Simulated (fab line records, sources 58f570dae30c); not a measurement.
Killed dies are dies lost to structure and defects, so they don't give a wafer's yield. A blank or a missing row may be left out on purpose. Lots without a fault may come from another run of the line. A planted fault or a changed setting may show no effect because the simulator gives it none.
Problem report in the 8D (eight disciplines) form, filled by code | flow berkeley_cmos170 | the parts of the form that need people (team, actions taken, sign-off) are left out

1. THE PROBLEM
M3_AL_RS at UCB170_M3_RS_MEAS_02 reads a mean of 0.0205 ohm/sq on 6 wafers of 2 lots; wafers without a fault read 0.0321 ohm/sq with a standard deviation of 0.00031. That is -37 standard deviations from the usual mean.
The step: measures by four-point-probe.
First seen on wafer L192.1, day 10 23:29, on film_metro-03. The record holds 42 wafers of 14 lots with a number at this step. Rule for "out", or "out of limits": more than 4 standard deviations from the usual mean. The other wafers with a number count as sound.

2. WHAT IT IS AND WHAT IT IS NOT
question                    | is                     | is not
which readings at this step | M3_AL_RS               | -
which lots                  | L191, L192             | L179, L181, L182, L183, L186, L188, L189, L195, L197, L200, L201, L202
which wafers of those lots  | all that have a number | -
read on which gauges        | film_metro-03          | film_metro-01, film_metro-04
when                        | from day 10 23:29      | up to then (18 sound wafers); but 18 sound wafers of L189, L195, L197, L200, L201, L202 came after

3. SUSPECTS, AND WHAT RULES EACH OUT
Counting: a tool at a process step up to the reading stays a suspect if it ran every lot that is out and no sound lot after the first of them.
- the gauge at UCB170_M3_RS_MEAS_02: ruled out. All the wafers that are out were read on film_metro-03, but those of them that UCB170_M3_METAL_ETCH_18 has rows for are out there too, on other tools.
- pvd_sputter-01 at UCB170_M3_SPUTTER_01 (material Al, target thk 900 nm, time 120 s): kept. It ran every lot that is out, first L192 (day 10 23:23), and no sound lot after that; its last sound lot up to then is L182 (day 9 04:39).
Left after counting: pvd_sputter-01 at UCB170_M3_SPUTTER_01.

4. THE CAUSE (what the simulator had put in)
Process parameter drift: pvd_sputter-01, from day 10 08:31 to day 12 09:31, at UCB170_M3_SPUTTER_01. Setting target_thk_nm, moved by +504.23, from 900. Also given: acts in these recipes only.
Counting left only this tool.

5. THE CHAIN OF EFFECTS, in route order
Each row: a reading whose mean over the struck wafers that have a number lies more than 3 standard deviations from the usual. Only readings for which the record gives a usual standard deviation are gone through. hours: the time from each lot's start at the first step in this table that gives one to its start at this step, as a median over the lots. sigmas: the change in usual standard deviations.
hours | step                    | reading              | usual         | on struck wafers | change  | sigmas
0     | UCB170_M3_RS_MEAS_02    | M3_AL_RS             | 0.0321 ohm/sq | 0.0205           | -0.0116 | -37
0     | UCB170_M3_THK_MEAS_03   | M3_AL_THK            | 913 nm        | 1415             | +502    | +50
3     | UCB170_M3_METAL_ETCH_18 | oes_product_au       | 0.855 a.u.    | 0.993            | +0.138  | +15
3     | UCB170_M3_PROBE_99      | defect_limited_yield | 98.9 %        | 0.0              | -98.9   | -99 or more
3     | UCB170_M3_PROBE_99      | killed_at_M0_to_M3   | 1.0           | 261.5            | +260.5  | +99 or more
3     | UCB170_M3_PROBE_99      | killed_dies          | 3.0           | 264.0            | +261.0  | +99 or more
3     | UCB170_M3_PROBE_99      | killed_on_rim        | 1.0           | 70.0             | +69.0   | +70
3     | UCB170_M3_PROBE_99      | sort_bin_5_function  | 0.6 %         | 99.3             | +98.7   | +99 or more
3     | UCB170_M3_PROBE_99      | sort_n_pass          | 261.0         | 0.0              | -261.0  | -99 or more
3     | UCB170_M3_PROBE_99      | sort_yield_pct       | 98.9 %        | 0.0              | -98.9   | -99 or more
The process steps in it:
- UCB170_M3_METAL_ETCH_18: etches Al in Cl2/BCl3, stops on SiO2, target depth 1170 nm, time 195 s.
- UCB170_M3_PROBE_99

6. WHAT WOULD HAVE CAUGHT IT SOONER
In this record the first reading out of limits at a measuring or inspecting step was taken at day 10 23:29, 15 hours after the fault began at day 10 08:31.
Of the tool readings at UCB170_M3_SPUTTER_01 for which the record gives a usual standard deviation, none was out on any struck wafer, so an alarm limit of 4 standard deviations on them would not have fired.
Of the lots that are out (2), L191 began UCB170_M3_SPUTTER_01 on pvd_sputter-01 after day 10 23:29. A hold on the tool at that time would have spared it.
